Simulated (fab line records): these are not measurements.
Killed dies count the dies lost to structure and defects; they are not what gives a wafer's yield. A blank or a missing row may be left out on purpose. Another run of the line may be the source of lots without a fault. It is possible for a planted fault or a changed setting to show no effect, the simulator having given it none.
Struck lot and sound lot, side by side    flow berkeley cmos170    20 out of 331 route steps
Sound: the wafers L886.3, L886.4, L886.5. Wafers L894.2, L894.4, L894.6 were the ones struck. The cause is named last.
Per side, at each step with rows, come the tool, then ch with its chambers, and then its first start. Under that, the readings that differ: sound wafers    struck wafers    difference of the means    sigmas: that difference in standard deviations of wafers without a fault.
alike: readings with means less than 2 such deviations apart, plus words and numbers identical on both sides. not compared: withheld readings, readings lacking a value on some wafer, bounds such as >300 that could conceal the same value, and numbers that have no deviation in the record and whose values overlap.
The two part at a step that has a row with sigmas, a row that says differs or no value, or rows on one side only. When numbers do not overlap yet have no deviation, they are printed without sigmas and do not part them. A reading missing from all wafers of one side parts the sides only when that side holds two or more wafers.

UCB170_M1_STRIP_13: strips in O2.
  sound on plasma asher-01 ch 0,1, day 7 05:42; struck on plasma asher-04 ch 1, day 9 14:25
  alike: drypump motor current A, oes product au
  not compared: rf hours counter h
UCB170_M1_CD_MEAS_90: target cd 700 nm.
  sound on cd sem-01 at day 7 05:48; struck on cd sem-02 at day 9 14:32
  alike: cd nm
then, 1 step without rows for these wafers: UCB170_M1_ANNEAL_14 (time 1200 s).
UCB170_V1_CVD_00: deposits SiO2 from TEOS/O2, target thk 2000 nm, time 250 s.
  sound on pecvd-01 ch 1,2, day 7 10:38; struck on pecvd-02 ch 0,2, day 9 19:37
  alike: heater power w
UCB170_V1_THK_MEAS_01:
  sound on film metro-04 at day 7 10:48; struck on film metro-03 at day 9 19:52
  alike: V1_TEOS_THK
UCB170_V1_CMP_02: polishes SiO2.
  sound on cmp-01 ch 0,3, day 7 10:50; struck on cmp-02 ch 0,1,2, day 9 20:08
reading                     sound              struck             difference  sigmas
slurry filter dp kPa (kPa)  13.73 13.74 13.62  13.47 13.06 13.41  -0.38       -3
  alike: motor current A
UCB170_V1_BOW_MEAS_03:
  sound on film metro-04 at day 7 11:11; struck on film metro-04 at day 9 20:28
  alike: V1_BOW
UCB170_V1_THK_MEAS_04:
  sound on film metro-04 at day 7 11:17; struck on film metro-04 at day 9 20:34
  alike: V1_POLISHED_THK
then, 4 steps without rows for these wafers: UCB170_V1_CLEAN_05 (cleans in DIW); UCB170_V1_HMDS_06 (prime time 60 s); UCB170_V1_COAT_07 (resist thk 900 nm); UCB170_V1_SOFTBAKE_08 (time 60 s).
UCB170_V1_EXPOSE_09: exposes mask VIA1, target cd 700 nm.
  sound on krf scanner-01 ch 0, day 7 12:25; struck on krf scanner-01 ch 0, day 9 21:34
reading               sound              struck             difference  sigmas
exposure dose mJ cm2  36.99 37.01 37.00  41.10 41.14 41.15  +4.13       +99 or more
  alike: mask
then, 2 steps without rows for these wafers: UCB170_V1_PEB_10; UCB170_V1_DEVELOP_11 (develop time 45 s).
UCB170_V1_CD_MEAS_12: target cd 700 nm.
  sound on cd sem-02 at day 7 12:49; struck on cd sem-02 at day 9 22:38
reading     sound              struck             difference  sigmas
cd nm (nm)  698.9 699.5 700.1  718.7 717.7 717.6  +18.5       +14
  not compared: hold
UCB170_V1_OVL_MEAS_13:
  sound on overlay-01 at day 7 12:54; struck on overlay-02 at day 10 03:55
reading  sound  struck                                                                      difference                    sigmas
hold     - - -  await dispo/5.2h/release await dispo/5.2h/release await dispo/5.2h/release  no value on the sound wafers  
  alike: V1_OVL
UCB170_V1_ETCH_14: etches SiO2 in CHF3/CF4/Ar, stops on Al, target depth 1250 nm, time 291 s.
  sound on rie diel-02 ch 0,1,2, day 7 12:56; struck on rie diel-01 ch 2,3, day 10 03:57
reading              sound              struck             difference  sigmas
model.V1.cd nm (nm)  698.6 698.4 700.3  720.3 716.6 719.1  +19.6       
  alike: drypump motor current A, oes product au, throttle valve pct
  not compared: rf hours counter h
UCB170_V1_STRIP_15: strips in O2.
  sound on plasma asher-04 ch 0,1, day 7 13:08; struck on plasma asher-04 ch 0,1, day 10 04:13
  alike: drypump motor current A, oes product au, strip time to endpoint s
  not compared: rf hours counter h
UCB170_M3_PROBE_99:
  only the struck wafers here have rows in the record (prober-02, day 10 16:50); the sound ones have none

== WHERE THEY PART ==
Earliest at UCB170_V1_CMP_02; latest, in this record, at UCB170_M3_PROBE_99.

WHY: the cause the simulator had injected
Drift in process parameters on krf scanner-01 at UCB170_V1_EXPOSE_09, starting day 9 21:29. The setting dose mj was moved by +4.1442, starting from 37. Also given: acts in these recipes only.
